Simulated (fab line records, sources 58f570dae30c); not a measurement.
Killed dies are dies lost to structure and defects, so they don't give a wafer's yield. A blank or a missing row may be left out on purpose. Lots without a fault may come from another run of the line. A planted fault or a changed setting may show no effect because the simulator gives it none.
Which tool did it? | flow berkeley_cmos170 | 14 lots, 42 wafers sampled, at 6 steps of a route of 331

WHAT THE GAUGES READ, wafer by wafer
UCB170_PLDD_OVL_MEAS_07.
lot  | measured     | on         | PLDD_OVL (nm)
L286 | day 6 01:19  | overlay-01 | 2 14 6
L287 | day 6 17:22  | overlay-02 | -2 9 14
L288 | day 7 04:15  | overlay-01 | 2 -1 3
L290 | day 7 04:32  | overlay-01 | 1 -3 2
L289 | day 7 04:55  | overlay-02 | -3 0 -2
L292 | day 8 02:47  | overlay-02 | -2 -4 1
L291 | day 8 03:10  | overlay-01 | 5 14 15
L296 | day 8 16:59  | overlay-01 | -4 -5 1
L298 | day 9 01:04  | overlay-01 | 4 8 10
L302 | day 10 04:11 | overlay-01 | 15 3 5
L303 | day 10 04:40 | overlay-02 | 13 9 8
L305 | day 10 11:15 | overlay-02 | 4 8 11
L308 | day 10 17:26 | overlay-02 | 4 11 9
L309 | day 11 03:00 | overlay-02 | 1 9 4

UCB170_NLDD_TW_MEAS_11.
lot  | measured     | on            | NLDD_TW
L286 | day 6 03:41  | film_metro-03 | 2236 2240 2237
L287 | day 6 19:54  | film_metro-04 | 2200 2207 2223
L288 | day 7 06:43  | film_metro-02 | 2233 2228 2233
L290 | day 7 06:56  | film_metro-02 | 2228 2238 2240
L289 | day 7 07:29  | film_metro-02 | 2233 2241 2231
L292 | day 8 04:59  | film_metro-04 | 2182 2185 2175
L291 | day 8 05:41  | film_metro-04 | 2173 2190 2180
L296 | day 8 20:08  | film_metro-04 | 2086 2076 2086
L298 | day 9 03:31  | film_metro-02 | 2106 2105 2107
L302 | day 10 06:24 | film_metro-02 | 2205 2200 2206
L303 | day 10 07:00 | film_metro-04 | 2200 2187 2202
L305 | day 10 14:30 | film_metro-03 | 2204 2190 2200
L308 | day 10 20:23 | film_metro-04 | 2186 2203 2206
L309 | day 11 05:26 | film_metro-04 | 2195 2200 2189

UCB170_SDANNEAL_RS_MEAS_05: measures by four-point-probe.
lot  | measured     | on            | NLDD_RS (ohm/sq)
L286 | day 6 13:23  | film_metro-02 | 615.4 613.8 614.9
L287 | day 7 06:01  | film_metro-04 | 615.8 615.2 613.7
L288 | day 7 17:41  | film_metro-04 | 616.2 618.0 615.8
L290 | day 7 17:51  | film_metro-03 | 614.2 613.7 614.3
L289 | day 7 17:59  | film_metro-02 | 611.4 612.7 614.4
L292 | day 8 13:29  | film_metro-03 | 617.1 618.5 616.6
L291 | day 8 13:34  | film_metro-02 | 612.7 615.3 614.2
L296 | day 9 07:29  | film_metro-04 | 695.2 696.4 695.9
L298 | day 9 15:30  | film_metro-03 | 693.5 694.5 692.9
L302 | day 10 16:34 | film_metro-03 | 614.8 614.1 613.3
L303 | day 10 17:09 | film_metro-02 | 614.3 616.1 614.7
L305 | day 11 03:06 | film_metro-03 | 615.0 616.4 616.4
L308 | day 11 08:44 | film_metro-02 | 616.5 616.7 615.4
L309 | day 11 16:00 | film_metro-02 | 615.4 613.6 615.5

WHICH TOOL RAN EACH LOT (tool, then ch and the chambers of the sampled wafers, then the start)
lot  | UCB170_GATE_ETCH_15              | UCB170_NLDD_IMPLANT_09          | UCB170_PSD_STRIP_09
L286 | rie_si-01 ch 1,2, day 5 23:20    | implanter-01 ch 0, day 6 03:26  | plasma_asher-04 ch 0,1, day 6 09:19
L287 | rie_si-01 ch 1,2, day 6 14:55    | implanter-04 ch 0, day 6 19:39  | plasma_asher-01 ch 0,1, day 7 02:50
L288 | rie_si-02 ch 1,2, day 7 02:51    | implanter-01 ch 0, day 7 06:28  | plasma_asher-04 ch 1, day 7 13:07
L290 | rie_si-01 ch 0,2,3, day 7 03:08  | implanter-02 ch 0, day 7 06:41  | plasma_asher-04 ch 0,1, day 7 12:44
L289 | rie_si-02 ch 0,3, day 7 03:23    | implanter-01 ch 0, day 7 07:14  | plasma_asher-03 ch 0,1, day 7 13:01
L292 | rie_si-01 ch 0,1,2, day 8 01:17  | implanter-04 ch 0, day 8 04:45  | plasma_asher-04 ch 0,1, day 8 09:51
L291 | rie_si-01 ch 1,3, day 8 01:46    | implanter-02 ch 0, day 8 05:26  | plasma_asher-04 ch 0,1, day 8 10:24
L296 | rie_si-01 ch 0,1, day 8 15:21    | implanter-01 ch 0, day 8 19:55  | plasma_asher-03 ch 0,1, day 9 04:13
L298 | rie_si-01 ch 0,1,2, day 8 23:34  | implanter-01 ch 0, day 9 03:17  | plasma_asher-03 ch 0,1, day 9 10:09
L302 | rie_si-02 ch 0,3, day 10 02:12   | implanter-04 ch 0, day 10 06:11 | plasma_asher-01 ch 0,1, day 10 11:45
L303 | rie_si-01 ch 0,1, day 10 02:32   | implanter-04 ch 0, day 10 06:47 | plasma_asher-03 ch 0,1, day 10 12:28
L305 | rie_si-02 ch 1,2, day 10 09:35   | implanter-02 ch 0, day 10 14:15 | plasma_asher-04 ch 1, day 10 19:43
L308 | rie_si-01 ch 1,2, day 10 15:10   | implanter-02 ch 0, day 10 20:10 | plasma_asher-04 ch 0,1, day 11 03:43
L309 | rie_si-02 ch 0,2,3, day 10 23:32 | implanter-02 ch 0, day 11 05:11 | plasma_asher-04 ch 0,1, day 11 10:13
- UCB170_GATE_ETCH_15: etches poly-Si in HBr/Cl2, stops on SiO2, time 56.3 s, target depth 278.2 nm.
- UCB170_NLDD_IMPLANT_09
- UCB170_PSD_STRIP_09: strips in O2.

WHAT THE TOOLS THEMSELVES READ (means of the sampled wafers that have a number; where no wafer has one, the mark that the record gives instead)
UCB170_GATE_ETCH_15.
lot  | tool      | HBr_flow_sccm (sccm) | drypump_motor_current_A (A) | oes_product_au (a.u.) | throttle_valve_pct (%)
L286 | rie_si-01 | 149.7                | 6.1                         | 0.816                 | 26.12
L287 | rie_si-01 | 149.8                | 5.9                         | 0.815                 | 26.27
L288 | rie_si-02 | 149.8                | 5.4                         | 0.845                 | 26.52
L290 | rie_si-01 | 150.2                | 6.0                         | 0.827                 | 26.63
L289 | rie_si-02 | 149.9                | 5.9                         | 0.846                 | 26.49
L292 | rie_si-01 | 150.0                | 6.0                         | 0.811                 | 26.40
L291 | rie_si-01 | 150.2                | 6.3                         | 0.821                 | 26.41
L296 | rie_si-01 | 150.0                | 6.2                         | 0.823                 | 26.27
L298 | rie_si-01 | 149.8                | 6.0                         | 0.808                 | 26.41
L302 | rie_si-02 | 149.4                | 5.9                         | 0.844                 | 26.50
L303 | rie_si-01 | 150.0                | 6.2                         | 0.809                 | 26.26
L305 | rie_si-02 | 149.8                | 5.2                         | 0.844                 | 26.41
L308 | rie_si-01 | 150.1                | 5.9                         | 0.804                 | 26.27
L309 | rie_si-02 | 149.8                | 5.8                         | 0.846                 | 26.55

UCB170_NLDD_IMPLANT_09.
lot  | tool         | dose_ions_cm2 | faraday_current_uA
L286 | implanter-01 | 5e+13         | 159
L287 | implanter-04 | 5e+13         | 157
L288 | implanter-01 | 5e+13         | 153
L290 | implanter-02 | 5e+13         | 156
L289 | implanter-01 | 5e+13         | 156
L292 | implanter-04 | 5e+13         | 158
L291 | implanter-02 | 5e+13         | 163
L296 | implanter-01 | 3e+13         | 106
L298 | implanter-01 | 3e+13         | 106
L302 | implanter-04 | 5e+13         | 157
L303 | implanter-04 | 5e+13         | 161
L305 | implanter-02 | 5e+13         | 159
L308 | implanter-02 | 5e+13         | 157
L309 | implanter-02 | 5e+13         | 161

UCB170_PSD_STRIP_09.
lot  | tool            | drypump_motor_current_A (A) | oes_product_au (a.u.) | strip_time_to_endpoint_s (s)
L286 | plasma_asher-04 | 6.09                        | 0.601                 | 29.19
L287 | plasma_asher-01 | 5.50                        | 0.606                 | 29.14
L288 | plasma_asher-04 | 5.81                        | 0.602                 | 29.12
L290 | plasma_asher-04 | 5.95                        | 0.603                 | 29.11
L289 | plasma_asher-03 | 5.94                        | 0.604                 | 29.17
L292 | plasma_asher-04 | 5.94                        | 0.608                 | 29.31
L291 | plasma_asher-04 | 5.95                        | 0.598                 | 29.08
L296 | plasma_asher-03 | 5.71                        | 0.600                 | 29.10
L298 | plasma_asher-03 | 5.94                        | 0.607                 | 29.13
L302 | plasma_asher-01 | 5.48                        | 0.604                 | 29.31
L303 | plasma_asher-03 | 5.94                        | 0.611                 | 29.18
L305 | plasma_asher-04 | 5.80                        | 0.603                 | 29.17
L308 | plasma_asher-04 | 6.06                        | 0.604                 | 29.08
L309 | plasma_asher-04 | 6.08                        | 0.605                 | 29.18

THE ANSWER, worked out from the rows above alone
Rule: what is usual is taken from the lots themselves. Put in order of their means at a reading, lots are off if they are a third of the lots or fewer, leave a main group of 4 or more, and stand apart from it by a gap of 3 or more times the standard deviation of the main group's means; of several such gaps the widest counts. A main group whose means are all the same, to the digits that the tables above print for the reading, isn't used. A lot without any number at a reading at which 4 lots or more have one is off too. The other lots that the step has rows for count as sound. The gauges are gone through in route order, then the tools' own readings, and for those a lot's mean is taken as printed above. The first step at which some lot is off is used, and at that step the reading that is off furthest; a lot without a number counts as furthest.
Off: L296, L298, at UCB170_NLDD_TW_MEAS_11 (NLDD_TW). The main group: mean 2208, standard deviation 20.
A tool fits if, at a process step before that reading, it ran every lot that is off, and no sound lot after the first of them. The gauges at UCB170_NLDD_TW_MEAS_11 aren't tried: what is off there is off at UCB170_NLDD_IMPLANT_09 too, on other tools, and a gauge's error can't cause that. One fits: implanter-01 at UCB170_NLDD_IMPLANT_09. Its last sound lot is L289 (day 7 07:14), its first lot that is off L296 (day 8 19:55): a fault that began between those two fits.
The tool's own readings at UCB170_NLDD_IMPLANT_09 bear it out: on the lots that are off they differ by more than 5 times the standard deviation of the sound lots' means. dose_ions_cm2 reads 3e+13 there against 5e+13 on the sound lots; faraday_current_uA reads 106 there against 158 on the sound lots.

WHAT THE SIMULATOR HAD PUT IN
Process parameter drift: implanter-01, from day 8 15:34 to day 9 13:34, at UCB170_NLDD_IMPLANT_09. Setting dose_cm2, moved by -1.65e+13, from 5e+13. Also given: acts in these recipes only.
Lots struck among those shown: L296, L298. The rule above found the same.
